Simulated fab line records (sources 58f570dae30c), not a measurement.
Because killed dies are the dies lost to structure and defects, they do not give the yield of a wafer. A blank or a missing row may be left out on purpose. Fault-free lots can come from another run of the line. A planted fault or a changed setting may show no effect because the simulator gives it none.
Which of the tools did it? | flow berkeley cmos170 | 14 lots with 42 wafers sampled at 2 steps, on a route of 331 steps

## WHAT THE GAUGES READ, wafer by wafer
No reading from a measuring or inspecting step in the record can be judged against a usual standard deviation.

## WHICH TOOL RAN EACH LOT (tool, then ch and the chambers of the sampled wafers, then the start)
lot  | UCB170_NLDD_COAT_01               | UCB170_NLDD_STRIP_10
L171 | litho track-01 ch 0, day 6 18:29  | plasma asher-04 ch 1, day 6 20:03
L172 | litho track-02 ch 0, day 7 17:29  | plasma asher-01 ch 0,1, day 7 18:45
L173 | litho track-04 ch 0, day 7 22:34  | plasma asher-01 ch 0,1, day 8 00:29
L176 | litho track-04 ch 0, day 7 23:01  | plasma asher-04 ch 0,1, day 8 00:55
L174 | litho track-01 ch 0, day 7 23:53  | plasma asher-04 ch 0,1, day 8 01:28
L175 | litho track-02 ch 0, day 7 23:53  | plasma asher-03 ch 0,1, day 8 02:01
L177 | litho track-02 ch 0, day 8 21:13  | plasma asher-04 ch 0,1, day 8 22:29
L181 | litho track-04 ch 0, day 9 04:34  | plasma asher-03 ch 0,1, day 9 06:04
L180 | litho track-01 ch 0, day 9 05:14  | plasma asher-01 ch 0,1, day 9 06:59
L186 | litho track-04 ch 0, day 10 07:04 | plasma asher-01 ch 0,1, day 10 08:58
L184 | litho track-01 ch 0, day 10 08:30 | plasma asher-04 ch 0,1, day 10 10:05
L189 | litho track-02 ch 0, day 11 00:10 | plasma asher-03 ch 0,1, day 11 01:39
L193 | litho track-04 ch 0, day 11 11:05 | plasma asher-04 ch 0,1, day 11 12:34
L192 | litho track-02 ch 0, day 11 11:25 | plasma asher-01 ch 0,1, day 11 13:05
- UCB170_NLDD_COAT_01: resist thk 900 nm.
- UCB170_NLDD_STRIP_10: strips in O2.

## AS READ BY THE TOOLS THEMSELVES (means over the sampled wafers that have a number; for cases with no such wafer, the mark the record gives instead)
UCB170_NLDD_STRIP_10. Usual: drypump motor current A 5.7 A, standard deviation 0.61; o2 flow sccm 400.0 sccm, standard deviation 1.2; oes product au 0.735 a.u., standard deviation 0.005; strip time to endpoint s 21.63 s, standard deviation 0.074.
lot  | tool            | drypump motor current A (A) | o2 flow sccm (sccm) | oes product au (a.u.) | strip time to endpoint s (s) | flag
L171 | plasma asher-04 | 4.8                         | 400.0               | 0.739                 | 21.60                        |
L172 | plasma asher-01 | 6.1                         | 399.5               | 0.733                 | 21.72                        |
L173 | plasma asher-01 | 6.1                         | 400.5               | 0.738                 | 21.58                        |
L176 | plasma asher-04 | 5.8                         | 400.0               | 0.737                 | 21.56                        |
L174 | plasma asher-04 | 5.3                         | 399.9               | 0.736                 | 21.66                        |
L175 | plasma asher-03 | 5.6                         | 399.8               | 0.738                 | 21.76                        |
L177 | plasma asher-04 | 5.3                         | 401.9               | 0.736                 | 21.66                        |
L181 | plasma asher-03 | 5.4                         | 401.0               | 0.728                 | 21.59                        |
L180 | plasma asher-01 | 6.2                         | 399.6               | 0.732                 | 21.23                        | OFF
L186 | plasma asher-01 | 6.1                         | 399.9               | 0.731                 | 21.58                        |
L184 | plasma asher-04 | 5.3                         | 401.2               | 0.732                 | 21.38                        | OFF
L189 | plasma asher-03 | 5.5                         | 400.6               | 0.735                 | 21.65                        |
L193 | plasma asher-04 | 5.8                         | 400.2               | 0.738                 | 21.66                        |
L192 | plasma asher-01 | 6.1                         | 399.6               | 0.738                 | 21.70                        |

## THE ANSWER, worked out from the rows above alone
Rule: lot off if the mean of its wafers having a number is beyond 3 standard deviations from the usual mean. Also off: a lot with no number at a reading for which 4 or more lots have one. Any other lot the step has rows for is counted as sound. The gauges are gone through in route order, then the tools' own readings, and for those a lot's mean is taken as printed above. At the first step where some lot is off, the reading lying furthest off is the one used; lots without a number count as furthest.
Off at UCB170_NLDD_STRIP_10 (strip time to endpoint s): L180, L184.
A tool fits if, at that step or a process step before it, it ran every lot that is off, and no sound lot after the first of them. One fits: litho track-01 at UCB170_NLDD_COAT_01. Its last sound lot is L174 (day 7 23:53), its first lot that is off L180 (day 9 05:14): a fault that began between those two fits.

## WHAT THE SIMULATOR HAD INSERTED
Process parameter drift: litho track-01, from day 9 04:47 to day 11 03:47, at UCB170_NLDD_COAT_01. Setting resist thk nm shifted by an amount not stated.
Lots struck among those shown: L180, L184. The rule given above showed the same thing.
